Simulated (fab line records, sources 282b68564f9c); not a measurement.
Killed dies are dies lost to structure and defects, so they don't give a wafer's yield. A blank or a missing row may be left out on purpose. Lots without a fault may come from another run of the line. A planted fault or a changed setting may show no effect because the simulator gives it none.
Split-lot experiment | flow rit_cmos | 5 lots, 23 wafers read, on a route of 202 steps

THE SPLIT
At RIT_NLDD_IMPLANT_08, the setting energy_kev was moved away from the recipe's 20 on 6 of the 23 wafers read, by -5.1% to +5.2%. The other wafers ran this setting at the recipe's value.

The reading is taken at the split's own step.

THE READING
implant.drp_nm (the simulator's own value, which no gauge read), in nm, at RIT_NLDD_IMPLANT_08. The file gives no usual value for it.

wafer  | tool, chamber at the split | energy_kev as run | against the recipe | implant.drp_nm, nm | against lot-mates on the recipe
L074.1 | implanter-01, 0            | 20                | recipe             | 12.97              | -
L074.2 | implanter-01, 0            | 20                | recipe             | 12.97              | -
L074.5 | implanter-01, 0            | 20                | recipe             | 12.97              | -
L074.3 | implanter-01, 0            | 18.98             | -5.1%              | 12.57              | -0.40
L074.4 | implanter-01, 0            | 18.98             | -5.1%              | 12.57              | -0.40
L080.1 | implanter-03, 0            | 20                | recipe             | 12.97              | -
L080.2 | implanter-03, 0            | 20                | recipe             | 12.97              | -
L080.4 | implanter-03, 0            | 20                | recipe             | 12.97              | -
L080.5 | implanter-03, 0            | 20                | recipe             | 12.97              | -
L080.6 | implanter-03, 0            | 20                | recipe             | 12.97              | -
L081.1 | implanter-02, 0            | 20                | recipe             | 12.97              | -
L081.2 | implanter-02, 0            | 20                | recipe             | 12.97              | -
L081.5 | implanter-02, 0            | 20                | recipe             | 12.97              | -
L081.3 | implanter-02, 0            | 20.86             | +4.3%              | 13.3               | +0.33
L081.4 | implanter-02, 0            | 20.86             | +4.3%              | 13.3               | +0.33
L082.1 | implanter-02, 0            | 20                | recipe             | 12.97              | -
L082.3 | implanter-02, 0            | 20                | recipe             | 12.97              | -
L082.6 | implanter-02, 0            | 20                | recipe             | 12.97              | -
L085.1 | implanter-02, 0            | 21.04             | +5.2%              | 13.37              | +0.40
L085.4 | implanter-02, 0            | 21.04             | +5.2%              | 13.37              | +0.40
L085.3 | implanter-02, 0            | 20                | recipe             | 12.97              | -
L085.5 | implanter-02, 0            | 20                | recipe             | 12.97              | -
L085.6 | implanter-02, 0            | 20                | recipe             | 12.97              | -

THE FIT
A straight line over all 23 wafers: implant.drp_nm changes by +0.0775 nm for each +1% of energy_kev; r = +1.00; the points scatter about the line by 0.0017 nm.
The same after taking each lot's own level away (the mean of its wafers on the recipe; 23 wafers): +0.0775 nm for each +1%; r = +1.00; scatter 0.0017 nm.
On that fit, the largest move of energy_kev shifts the reading by 0.4 nm.
The lots' own levels span 12.970 to 12.970 nm.
So the lot-to-lot level changes the slope little: the two slopes agree.
Check: with one of the wafers moved furthest among these (+5.2%) left out of the fit, the line predicts +0.402 nm for it against its lot-mates. It came out at +0.4 nm against them.

OTHER SPLITS ON THESE WAFERS
These wafers also went through other splits before the reading. Each is held against what the fit with the lots' levels taken away leaves over:
other split on the same wafers   | wafers away from the commonest value | r with implant.drp_nm (lot level and that fit taken away)
RIT_ACTIVE_COAT_06 spin_rpm      | 9                                    | +0.23
RIT_NWELL_COAT_01 spin_rpm       | 10                                   | +0.17
RIT_NWELL_IMPLANT_08 energy_kev  | 7                                    | -0.07
RIT_PWELL_COAT_01 spin_rpm       | 7                                    | +0.02
RIT_PWELL_IMPLANT_08 dose_cm2    | 6                                    | +0.09
RIT_NRETRO_COAT_01 spin_rpm      | 9                                    | -0.36
RIT_NRETRO_IMPLANT_08 dose_cm2   | 10                                   | -0.07
RIT_PRETRO_IMPLANT_08 energy_kev | 4                                    | -0.01
RIT_REOX_OXIDATION_03 ox_time_s  | 15                                   | +0.34

THE FILE'S OWN FIT
implant.drp_nm changes by +0.0781 nm for each +1% of energy_kev, r = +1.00.
